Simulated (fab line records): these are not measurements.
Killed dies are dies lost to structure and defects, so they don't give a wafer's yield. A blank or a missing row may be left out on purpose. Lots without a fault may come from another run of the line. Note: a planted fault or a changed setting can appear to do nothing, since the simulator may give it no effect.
2 desks, one fault -- flow berkeley-cmos170 -- each desk holds nothing but its own numbers, with what lay behind them at the end

AT THE METROLOGY DESK
Lot by lot, what the gauges showed, no matter which tool ran the lot: averages of those sampled wafers that carry a number. Marked OUT: a lot whose mean sits more than 4 standard deviations from the usual mean, which makes it out of limits; the brackets give that distance.
Columns: A = cd-nm at UCB170_M3_CD_MEAS_15, usual 700.4 nm
lot,first seen here,A
L352,day 9 02:28,702.6
L353,day 9 16:27,700.0
L355,day 10 19:32,700.3
L354,day 10 19:40,700.8
L357,day 10 19:49,700.6
L359,day 11 12:44,698.8
L358,day 11 13:01,699.8
L362,day 12 09:41,704.7
L361,day 12 12:14,699.0
L360,day 12 13:16,723.7 (+16) OUT
L364,day 13 05:22,717.9 (+12) OUT
L363,day 13 06:56,700.3
L371,day 14 16:58,700.0
L373,day 15 07:55,698.9
Finding of this desk: L360, L364 out of limits; the first was L360 at day 12 13:16, on cd-nm at UCB170_M3_CD_MEAS_15. Within limits: L352, L353, L355, L354, L357, L359, L358, L362, L361, L363, L371, L373.

THE TOOL OWNER'S DESK: litho-track-03
Per lot that ran on this tool, the mean of the sampled wafers carrying a number, from the tool's own readings at UCB170_M3_SOFTBAKE_11 (time 60 s). Marked OUT: a lot whose mean sits more than 4 standard deviations from the usual mean, which makes it out of limits; the brackets give that distance.
Columns: A = heater-power-total-W at UCB170_M3_SOFTBAKE_11, usual 56.80 W; B = run-length-s at UCB170_M3_SOFTBAKE_11, usual 89.00 s
lot,first seen here,A,B
L357,day 10 19:00,56.79,89.31
L359,day 11 12:00,56.78,89.47
L361,day 12 11:00,56.82,89.27
L360,day 12 12:00,80.21 (+99 or more) OUT,44.72 (-99 or more) OUT
L364,day 13 04:00,80.20 (+99 or more) OUT,44.72 (-99 or more) OUT
Finding of this desk: L360, L364 out of limits; the first was L360 at day 12 12:00, on heater-power-total-W at UCB170_M3_SOFTBAKE_11. Within limits: L357, L359, L361.

PUT TOGETHER
The tool owner's desk could have raised an alarm at day 12 12:00, on L360, L364.
On L360, L364, the metrology desk was in a position to raise an alarm at day 12 13:16.
On litho-track-03, each named lot ran UCB170_M3_SOFTBAKE_11.

WHAT THE SIMULATOR PUT IN
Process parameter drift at UCB170_M3_SOFTBAKE_11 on litho-track-03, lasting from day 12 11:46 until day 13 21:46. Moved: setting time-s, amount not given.
Struck lots among those shown: L360, L364.
Delay (hours) between the fault's onset and each desk's first out-of-limits reading: 0 at the tool owner's desk, 2 at the metrology desk.
